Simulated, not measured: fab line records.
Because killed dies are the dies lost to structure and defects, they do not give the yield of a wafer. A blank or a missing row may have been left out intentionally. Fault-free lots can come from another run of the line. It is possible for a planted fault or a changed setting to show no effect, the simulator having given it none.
Comparing a struck lot with a sound one || flow rit cmos || 43 out of 202 route steps
Sound: these wafers, L194.2, L194.4, L194.6. Struck: wafers L203.1, L203.2, L203.6. At the end, the cause is stated.
Per side, at each step with rows, come the tool, then ch with its chambers, and then its first start. Under that, the readings that differ: sound wafers || struck wafers || difference of the means || sigmas: that difference in standard deviations of wafers without a fault.
alike: words and numbers the same on both sides, and readings whose means are apart by under 2 such deviations; not compared: readings that were withheld, readings missing a value for some wafer, numbers with overlapping values and no deviation given by the record, and bounds like >300 which may hide the same value.
Wherever a step has rows on one side only, a row that says differs or no value, or a row with sigmas, the two part there. Numbers that have no deviation but don't overlap get no sigmas and don't part them. A reading that every wafer of one side lacks parts them only if that side has two wafers or more.

first, 2 steps without rows for these wafers: RIT_NRETRO_HARDBAKE_07 (time 120 s); RIT_NRETRO_IMPLANT_08.
RIT_NRETRO_STRIP_09: strips in O2, time 180 s.
  sound on plasma asher-01 ch 1, day 4 02:46; struck on plasma asher-01 ch 0,1, day 6 01:47
  alike: drypump motor current A, o2 flow sccm
  not compared: rf hours counter h
RIT_NRETRO_TW_MEAS_10:
  sound: film metro-01 at day 4 02:57; struck: film metro-02 at day 6 02:00
{"reading": "NRETRO_TW", "sound": "1063 1061 1063", "struck": "1042 1044 1048", "difference": -18, "sigmas": -3}
then, 6 steps without rows for these wafers: RIT_PRETRO_HMDS_00 (prime time 60 s); RIT_PRETRO_COAT_01 (resist thk 1300 nm); RIT_PRETRO_SOFTBAKE_02 (time 60 s); RIT_PRETRO_EXPOSE_03 (exposes mask M5, target cd 43700 nm); RIT_PRETRO_PEB_04; RIT_PRETRO_DEVELOP_05 (develop time 68 s).
RIT_PRETRO_OVL_MEAS_06:
  sound: overlay-01 at day 4 03:53; struck: overlay-02 at day 6 02:56
  alike: PRETRO_OVL
then, 1 step without rows for these wafers: RIT_PRETRO_HARDBAKE_07 (time 120 s).
RIT_PRETRO_IMPLANT_08:
  sound on implanter-01 ch 0, day 4 04:12; struck on implanter-01 ch 0, day 6 03:14
RIT_PRETRO_STRIP_09: strips in O2, time 180 s.
  sound on plasma asher-01 ch 0,1, day 4 04:19; struck on plasma asher-02 ch 0,1, day 6 03:23
  alike: drypump motor current A, o2 flow sccm
  not compared: rf hours counter h
RIT_PRETRO_TW_MEAS_10:
  sound: film metro-04 at day 4 04:31; struck: film metro-04 at day 6 03:33
  alike: PRETRO_TW
then, 5 steps without rows for these wafers: RIT_GATE_WET_ETCH_00 (etches SiO2 in BOE, target depth 56 nm, time 60 s); RIT_GATE_CLEAN_01 (cleans in SC1, time 600 s); RIT_GATE_CLEAN_02 (cleans in dHF, time 30 s); RIT_GATE_CLEAN_03 (cleans in SC2, time 600 s); RIT_GATE_CLEAN_04 (cleans in dHF, time 60 s).
RIT_FOX2_THK_MEAS_91:
  sound: film metro-01 at day 4 05:01; struck: film metro-04 at day 6 04:07
{"reading": "FIELD_OXIDE_LEFT_2_THK (nm)", "sound": "257 261 264", "struck": "275 275 270", "difference": "+13", "sigmas": "+2"}
then, 2 steps without rows for these wafers: RIT_GATE_OXIDATION_05 (target thk 3 nm, ox time 270 s); RIT_GATE_ANNEAL_06 (time 600 s).
RIT_GATE_THK_MEAS_07:
  sound: film metro-02 at day 4 06:25; struck: film metro-02 at day 6 05:29
  alike: GATE_OXIDE_THK
then, 1 step without rows for these wafers: RIT_GATE_CVD_08 (deposits poly-Si from SiH4, target thk 250 nm, time 2220 s).
RIT_GATE_THK_MEAS_09:
  sound: film metro-04 at day 4 08:10; struck: film metro-04 at day 6 07:10
  alike: GATE_POLY_THK
then, 6 steps without rows for these wafers: RIT_GATE_HMDS_10 (prime time 60 s); RIT_GATE_COAT_11 (resist thk 850 nm); RIT_GATE_SOFTBAKE_12 (time 58.29 s); RIT_GATE_EXPOSE_13 (exposes mask M6, target cd 150 nm); RIT_GATE_PEB_14; RIT_GATE_DEVELOP_15 (develop time 48.97 s).
RIT_GATE_CD_MEAS_16: target cd 150 nm.
  sound: cd sem-01 at day 4 09:05; struck: cd sem-02 at day 6 08:12
  alike: cd nm
RIT_GATE_OVL_MEAS_17:
  sound: overlay-01 at day 4 09:11; struck: overlay-02 at day 6 08:19
  alike: GATE_OVL
then, 1 step without rows for these wafers: RIT_GATE_HARDBAKE_18 (time 60 s).
RIT_GATE_ETCH_19: etches poly-Si in SF6/CHF3/O2, stops on SiO2, time 165 s, target depth 312.5 nm.
  sound on rie si-02 ch 1,2,3, day 4 09:22; struck on rie si-01 ch 1,2, day 6 08:31
  alike: SF6_flow_sccm, drypump motor current A, oes product au, throttle valve pct
  not compared: rf hours counter h
RIT_GATE_STRIP_20: strips in O2, time 180 s.
  sound on plasma asher-03 ch 0,1, day 4 09:28; struck on plasma asher-03 ch 0,1, day 6 08:37
  alike: drypump motor current A, o2 flow sccm
  not compared: rf hours counter h
RIT_GATE_CD_MEAS_90: target cd 150 nm.
  sound: cd sem-02 at day 4 09:40; struck: cd sem-02 at day 6 08:47
  alike: cd nm
then, 4 steps without rows for these wafers: RIT_REOX_CLEAN_00 (cleans in SC1, time 600 s); RIT_REOX_CLEAN_01 (cleans in dHF, time 30 s); RIT_REOX_CLEAN_02 (cleans in SC2, time 600 s); RIT_REOX_OXIDATION_03 (target thk 25.2 nm, ox time 5580 s).
RIT_M1_PROBE_99:
  sound: prober-02 at day 5 07:05; struck: prober-01 at day 7 04:23
{"reading": "killed_at_M0_to_M3", "sound": "1 0 0", "struck": "0 0 0", "difference": "+0", "sigmas": -2}
{"reading": "model.etest.diode nwell sub.leak log10 a cm2", "sound": "-7.598 -7.519 -7.647", "struck": "-6.82 -7.118 -7.083", "difference": "+0.58", "sigmas": ""}
{"reading": "model.etest.pmos_0p15.gate bv v (V)", "sound": "4.702 4.745 4.77", "struck": "4.494 4.543 4.519", "difference": -0.220, "sigmas": ""}
{"reading": "model.etest.nmos_0p15.gate bv v (V)", "sound": "4.854 4.797 4.879", "struck": "4.588 4.634 4.591", "difference": -0.239, "sigmas": ""}
{"reading": "model.etest.pmos_0p15.bv v (V)", "sound": "5.669 5.703 5.721", "struck": "5.527 5.576 5.558", "difference": -0.144, "sigmas": ""}
{"reading": "model.etest.pmos_0p3.bv v (V)", "sound": "5.668 5.702 5.72", "struck": "5.526 5.574 5.556", "difference": -0.145, "sigmas": ""}
{"reading": "model.etest.nmos_0p3.bv v (V)", "sound": "5.516 5.479 5.516", "struck": "5.378 5.423 5.401", "difference": -0.103, "sigmas": ""}
{"reading": "model.etest.nmos_0p15.bv v (V)", "sound": "5.516 5.479 5.516", "struck": "5.378 5.423 5.401", "difference": -0.103, "sigmas": ""}
  alike: killed at contacts, killed at front end, killed dies, killed open, killed short

WHERE THEY PART
At RIT_NRETRO_TW_MEAS_10 first; at RIT_M1_PROBE_99 last (within this record only).

WHY: what had been put in by the simulator
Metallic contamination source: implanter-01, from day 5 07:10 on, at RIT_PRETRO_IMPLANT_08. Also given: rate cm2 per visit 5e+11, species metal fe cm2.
